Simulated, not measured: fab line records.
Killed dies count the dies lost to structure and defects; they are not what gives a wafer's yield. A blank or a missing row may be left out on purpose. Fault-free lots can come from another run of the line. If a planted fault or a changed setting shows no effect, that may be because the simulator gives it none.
fab line records ; flow ritCmos
record lots=13; wafers=39; lastDay=8
route steps=202 shown SPACER@130 M1@202
lots that met no fault: taken from a fault-free run of the same line
startH: the number of hours between the record's first day and the start of the first shown wafer of the lot ; waitH: hours since the lot's step before ; " unchanged from the row above ; L1.1+2: one row covering several wafers at once ; - no value present, or no start provided ; * or withheld: withheld ; < > ~ a bound
route shown NAME@n: names a module that has steps shown in the file, with the first one's number in the route ; usual: mean and standard deviation over wafers with no fault ; same: alike in all rows ; chamber/n: place in a boat ; sites: each site's reading ; _std_site: their standard deviation ; _edge_site: inner sites' mean taken away from outer sites' mean ; radiusMm: for every site, how far away it sits from the centre of the wafer ; mask NAME#n: copy n ; behind: the tool/chamber that last shaped the wafer ; hold: why the lot was held/for how many hours/how that ended ; device: which transistor (n, p or np) failed to switch ; end of line: tests of these same wafers at the route's end ; a step without rows: its recipe alone ; killed: not the wafer's yield, but the dies lost to structure and defects at the first sort ; map: shows each die of a wafer: x if killed, . if not, _ if none is there
set.NAME: the setting as run; set.NAME@STEP: as run at that earlier step ; model.NAME: the simulator's own value behind a step, which no gauge read
steps of the route over a sample of lots; a table a step, a row a wafer
services: when a tool's chamber went out of use (startH, in hours from the record's first day, below 0 if earlier), for how many hours, and the reason
## steps
# step RIT_SPACER_ETCHBACK_05
# recipe targetDepthA=2500; SF6_flow_sccm=30; CHF3_flow_sccm=30; target=Si3N4; chemistry=SF6/CHF3; pressureMtorr=40; rfW=250; timeS=240; stopOn=SiO2
# usual drypumpMotorCurrentA=5.6/0.52; oesProductAu=0.847/0.01; rfFwdPowerW=249.3/0.83; runLengthS=268.2/0.44; throttleValvePct=10.28/0.1
lot.wafer;tool;chamber;startH;waitH;drypumpMotorCurrentA;oesProductAu;rfFwdPowerW;rfHoursCounterH;runLengthS;throttleValvePct
L673.2;rieDiel-01;2;53.94;0.0;5.5;0.838;250.5;0;268.7;10.25
L673.4;rieDiel-01;0;53.94;0.0;4.8;0.853;250.3;64;268.3;10.37
L673.6;rieDiel-01;1;53.94;0.0;5.9;0.845;249.3;-;268.0;10.41
L674.1;rieDiel-02;2;55.03;0.1;5.2;0.815;248.5;3;268.6;10.21
L674.4;rieDiel-02;2;55.03;0.1;5.2;0.828;248.3;-;268.9;10.22
L674.6;rieDiel-02;0;55.03;0.1;6.1;0.840;249.7;-;267.7;10.28
L677.1;rieDiel-02;0;77.80;0.1;6.1;0.858;250.5;19;268.0;10.29
L677.3;rieDiel-02;2;77.80;0.1;5.2;0.840;247.5;3;268.5;10.22
L677.5;rieDiel-02;2;77.80;0.1;5.2;0.852;248.5;-;268.7;10.23
L678.1;rieDiel-01;3;83.75;0.1;4.9;0.866;249.1;159;269.0;10.28
L678.2;rieDiel-01;1;83.75;0.1;5.8;0.845;248.8;138;268.1;10.41
L678.4;rieDiel-01;0;83.75;0.1;4.7;0.862;249.9;65;268.2;10.38
L679.2;rieDiel-02;3;90.79;0.0;6.1;0.855;250.9;0;267.8;10.18
L679.3;rieDiel-02;0;90.79;0.0;6.1;0.852;249.7;19;267.9;10.28
L679.5;rieDiel-02;1;90.79;0.0;5.8;0.855;250.3;-;268.3;10.24
L681.1;rieDiel-04;1;92.71;0.1;5.9;0.852;247.8;3;267.9;10.29
L681.2;rieDiel-04;2;92.71;0.1;5.2;0.841;248.1;95;267.7;10.05
L681.4;rieDiel-04;0;92.71;0.1;6.5;0.841;250.6;4;267.6;10.47
L680.1;rieDiel-01;2;93.29;0.1;5.5;0.834;247.9;1;268.0;10.24
L680.3;rieDiel-01;0;93.29;0.1;4.8;0.852;250.5;65;268.3;10.39
L680.4;rieDiel-01;1;93.29;0.1;5.8;0.843;249.9;138;268.1;10.42
L687.3;rieDiel-02;2;118.71;0.0;5.1;0.842;248.7;4;268.7;10.22
L687.4;rieDiel-02;3;118.71;0.0;6.1;0.855;248.9;1;267.6;10.19
L687.5;rieDiel-02;2;118.71;0.0;5.2;0.832;249.3;-;268.6;10.22
L691.1;rieDiel-02;2;137.32;0.1;5.2;0.837;248.2;5;268.7;10.24
L691.3;rieDiel-02;0;137.32;0.1;6.1;0.845;249.7;20;267.7;10.29
L691.6;rieDiel-02;3;137.32;0.1;6.1;0.756;247.6;-;311.0;10.15
L693.1;rieDiel-01;2;151.56;0.1;5.5;0.838;248.7;2;268.5;10.26
L693.3;rieDiel-01;1;151.56;0.1;5.8;0.854;250.5;139;268.3;10.41
L693.4;rieDiel-01;3;151.56;0.1;4.9;0.851;250.2;0;269.0;10.24
L694.1;rieDiel-04;1;155.18;0.1;5.9;0.853;250.3;5;267.6;10.28
L694.3;rieDiel-04;0;155.18;0.1;6.5;0.838;248.7;5;267.3;10.46
L694.5;rieDiel-04;0;155.18;0.1;6.5;0.849;249.2;-;267.3;10.46
L695.3;rieDiel-01;3;165.07;0.0;4.8;0.845;248.8;1;268.9;10.27
L695.4;rieDiel-01;2;165.07;0.0;5.4;0.838;248.0;2;267.9;10.25
L695.5;rieDiel-01;3;165.07;0.0;4.9;0.849;248.8;-;268.5;10.25
L696.2;rieDiel-01;0;170.17;0.0;4.8;0.865;249.0;67;268.3;10.38
L696.5;rieDiel-01;3;170.17;0.0;4.9;0.859;250.5;-;268.7;10.25
L696.6;rieDiel-01;2;170.17;0.0;5.5;0.855;250.8;-;268.3;10.26
# step RIT_M1_PROBE_99
# usual killedAtContacts=0.0/0.2; killedAtFrontEnd=6.8/3; killedDies=6.9/3; killedOnRim=1.9/1.5; killedOpen=3.3/1.9; killedShort=3.6/1.9
# same grossDies=264; killed_at_M0_to_M3=0; killed_at_M4_up=0; killedAtBackSide=0; killedAtOther=0
lot.wafer;tool;chamber;startH;waitH;killedAtContacts;killedAtFrontEnd;killedDies;killedOnRim;killedOpen;killedShort
L681.1;prober-01;-;104.03;0.1;0;15;15;4;5;10
L681.2;prober-01;-;104.08;0.1;0;9;9;1;3;6
L681.4;prober-01;-;104.18;0.2;0;11;11;2;9;2
L687.3;prober-02;-;129.87;0.2;0;5;5;2;1;4
L687.4;prober-02;-;129.92;0.2;0;7;7;3;5;2
L687.5;prober-02;-;129.97;0.2;0;4;4;0;2;2
# killed by level:class
L681.1 FOX1:geometricParticle:short=4 GATE:geometricParticle:short=4 GATE:geometricParticle:open=3 FOX1:geometricParticle:open=1 REOX:geometricParticle:short=1 SPACER:geometricParticle:open=1 SPACER:geometricParticle:short=1
L681.2 FOX1:geometricParticle:short=2 SILICIDE:geometricParticle:short=2 FOX1:geometricParticle:open=1 GATE:geometricParticle:open=1 GATE:geometricParticle:short=1 SPACER:geometricParticle:open=1 SPACER:geometricParticle:short=1
L681.4 FOX1:geometricParticle:open=2 GATE:geometricParticle:open=2 REOX:geometricParticle:open=2 SILICIDE:geometricParticle:open=2 REOX:geometricParticle:short=1 SPACER:geometricParticle:short=1 SPACER:geometricParticle:open=1
L687.3 FOX2:geometricParticle:short=3 REOX:geometricParticle:short=1 REOX:geometricParticle:open=1
L687.4 REOX:geometricParticle:open=2 FOX2:geometricParticle:open=1 REOX:geometricParticle:short=1 SPACER:geometricParticle:open=1 SPACER:geometricParticle:short=1 SILICIDE:geometricParticle:open=1
L687.5 FOX1:geometricParticle:short=1 FOX2:geometricParticle:short=1 SPACER:geometricParticle:open=1 SILICIDE:geometricParticle:open=1
## services
tool;chamber;startH;hours;kind
rieDiel-01;2;33.21;-;clean
rieDiel-01;2;33.21;17.4;scheduledDown
rieDiel-01;2;33.21;17.4;ventCycle
rieDiel-02;0;39.08;3.2;repair
rieDiel-02;3;42.77;4.6;repair
rieDiel-02;3;52.75;-;clean
rieDiel-02;3;52.75;-;consumableReplace:esc
rieDiel-02;3;52.75;23.4;scheduledDown
rieDiel-02;3;52.75;23.4;ventCycle
rieDiel-02;-;64.26;4.1;repair
rieDiel-02;0;68.20;5.4;repair
rieDiel-01;3;105.95;-;clean
rieDiel-01;3;105.95;18.8;scheduledDown
rieDiel-01;3;105.95;18.8;ventCycle
rieDiel-02;1;119.49;15.3;repair
rieDiel-02;1;134.80;-;clean
rieDiel-02;1;134.80;30.0;scheduledDown
rieDiel-02;1;134.80;30.0;ventCycle
rieDiel-01;2;137.42;13.6;repair
rieDiel-01;0;147.65;1.4;repair
rieDiel-02;-;153.71;14.6;pm
rieDiel-04;3;168.65;3.4;repair
## key
firstSign step=RIT_SPACER_ETCHBACK_05; reading=runLengthS; direction=up; sigmas=96; usual=*; struck=*
effect step=RIT_SPACER_ETCHBACK_05; reading=oesProductAu; direction=down; sigmas=8.6; usual=0.847; struck=0.756
metAt RIT_SPACER_ETCHBACK_05
struckLots L691
struckWafers L691.6
testerLeftOut L691
onsetBetween 118.71 137.32
fault kind=processParameterDrift; tool=rieDiel-02; chamber=3; onsetH=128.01; steps=RIT_SPACER_ETCHBACK_05; channel=timeS; offset=*; shape=step; endH=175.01; actsIn=*; stated=*
# testerLeftOut: of these lots the tester's yield and bins aren't shown, on N5 and GAA mostly nor the transistor test; their killed dies are dies lost to structure and defects alone, not to doping, threshold or leakage, so they don't give the yield
